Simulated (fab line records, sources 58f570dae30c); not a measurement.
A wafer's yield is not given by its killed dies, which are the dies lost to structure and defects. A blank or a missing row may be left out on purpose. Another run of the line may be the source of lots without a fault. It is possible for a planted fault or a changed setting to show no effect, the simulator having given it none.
Tool commonality check -- flow berkeley-cmos170 -- 14 lots and 48 wafers in the sample

WHY THIS WAS OPENED
UCB170_PFIELD_TW_MEAS_09, reading PFIELD_TW: flagged on 2 of 14 lots. No-fault wafers: 600, standard deviation 3.8.
Rule: a lot is flagged when every wafer of it that has a number lies more than 4 standard deviations from that mean, or none has a number. As for the other lots, they are considered sound.

lot,measured,on,"PFIELD_TW, wafer by wafer",flag
L658,day 5 01:41,film-metro-04,597 599 597,
L661,day 5 17:35,film-metro-02,605 606 607,
L662,day 6 00:30,film-metro-03,595 600 597,
L663,day 6 01:56,film-metro-04,598 594 594,
L664,day 6 21:31,film-metro-02,604 598 601,
L665,day 6 22:14,film-metro-03,599 597 598,
L666,day 6 22:23,film-metro-02,602 601 601,
L669,day 7 16:32,film-metro-04,596 594 598,
L667,day 7 16:48,film-metro-02,602 606 604,
L674,day 8 09:53,film-metro-02,607 602 606,
L675,day 8 10:21,film-metro-03,600 597 598,
L678,day 9 03:11,film-metro-03,560 564 564 561 560 564,FLAGGED
L677,day 9 03:58,film-metro-02,558 560 559 560 559 558,FLAGGED
L680,day 9 14:29,film-metro-03,600 600 603,
Average over the flagged lots: 561; offset from the usual -39, equal to -10 standard deviations.

WHICH TOOL RAN EACH LOT
The record holds 2 process steps before the reading, out of a route of 331 steps. Read each cell as the tool, then ch plus the chambers that the sampled wafers visited, then the start.
lot,flag,UCB170_ZERO_ETCH_06,UCB170_PFIELD_IMPLANT_07
L658,,"rie-diel-01 ch 0,2,3, day 2 03:56","implanter-01 ch 0, day 5 01:27"
L661,,"rie-diel-04 ch 0,2,3, day 2 18:54","implanter-01 ch 0, day 5 17:20"
L662,,"rie-diel-02 ch 2,3, day 2 22:33","implanter-01 ch 0, day 6 00:15"
L663,,"rie-diel-02 ch 2,3, day 3 04:34","implanter-03 ch 0, day 6 01:41"
L664,,"rie-diel-02 ch 0,2, day 3 10:13","implanter-01 ch 0, day 6 21:16"
L665,,"rie-diel-01 ch 1,2, day 3 10:29","implanter-04 ch 0, day 6 22:00"
L666,,"rie-diel-04 ch 2,3, day 3 21:34","implanter-03 ch 0, day 6 22:09"
L669,,"rie-diel-01 ch 0,1,2, day 4 11:29","implanter-04 ch 0, day 7 16:17"
L667,,"rie-diel-02 ch 0,1,3, day 4 05:43","implanter-04 ch 0, day 7 16:35"
L674,,"rie-diel-01 ch 1,2, day 5 10:37","implanter-04 ch 0, day 8 09:38"
L675,,"rie-diel-01 ch 1,2,3, day 5 18:02","implanter-04 ch 0, day 8 10:06"
L678,FLAGGED,"rie-diel-01 ch 0,2, day 6 07:02","implanter-01 ch 0, day 9 02:56"
L677,FLAGGED,"rie-diel-02 ch 0,1, day 6 01:22","implanter-01 ch 0, day 9 03:43"
L680,,"rie-diel-02 ch 0,1,3, day 6 20:08","implanter-03 ch 0, day 9 14:14"
What these steps do:
- UCB170_ZERO_ETCH_06: etches SiO2 in CHF3/CF4/Ar, time 12 s.
- UCB170_PFIELD_IMPLANT_07
- UCB170_PFIELD_TW_MEAS_09

FLAGGED AGAINST TOTAL, ONE TOOL AT A TIME (gauges that did the reading follow at the end)
step,tool,lots run,flagged,share of the flagged lots,sound lots run after its first flagged lot
UCB170_ZERO_ETCH_06,rie-diel-01,6,1,some,0
UCB170_ZERO_ETCH_06,rie-diel-02,6,1,some,1 (L680)
UCB170_ZERO_ETCH_06,rie-diel-04,2,0,none,-
UCB170_PFIELD_IMPLANT_07,implanter-01,6,2,all,0
UCB170_PFIELD_IMPLANT_07,implanter-03,3,0,none,-
UCB170_PFIELD_IMPLANT_07,implanter-04,5,0,none,-
UCB170_PFIELD_TW_MEAS_09,film-metro-02,6,1,some,0
UCB170_PFIELD_TW_MEAS_09,film-metro-03,5,1,some,1 (L680)
UCB170_PFIELD_TW_MEAS_09,film-metro-04,3,0,none,-

THE TABLE: WHAT IT ALLOWS
1 row of the table ran every flagged lot: implanter-01 at UCB170_PFIELD_IMPLANT_07.
- implanter-01 at UCB170_PFIELD_IMPLANT_07: 2 of its 6 lots flagged. Last sound lot L664 at day 6 21:16, first flagged lot L678 at day 9 02:56; a fault beginning in between fits. Its own readings (beam-on-s, faraday-current-uA) fall more than 4 standard deviations out on all wafers of the flagged lots.
What remains is a single tool, implanter-01 at UCB170_PFIELD_IMPLANT_07.

WHAT THE SIMULATOR PUT IN
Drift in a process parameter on implanter-01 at UCB170_PFIELD_IMPLANT_07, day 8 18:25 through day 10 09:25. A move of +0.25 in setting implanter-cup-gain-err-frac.
Shown lots that were struck: L678, L677. Same finding as the rule above.
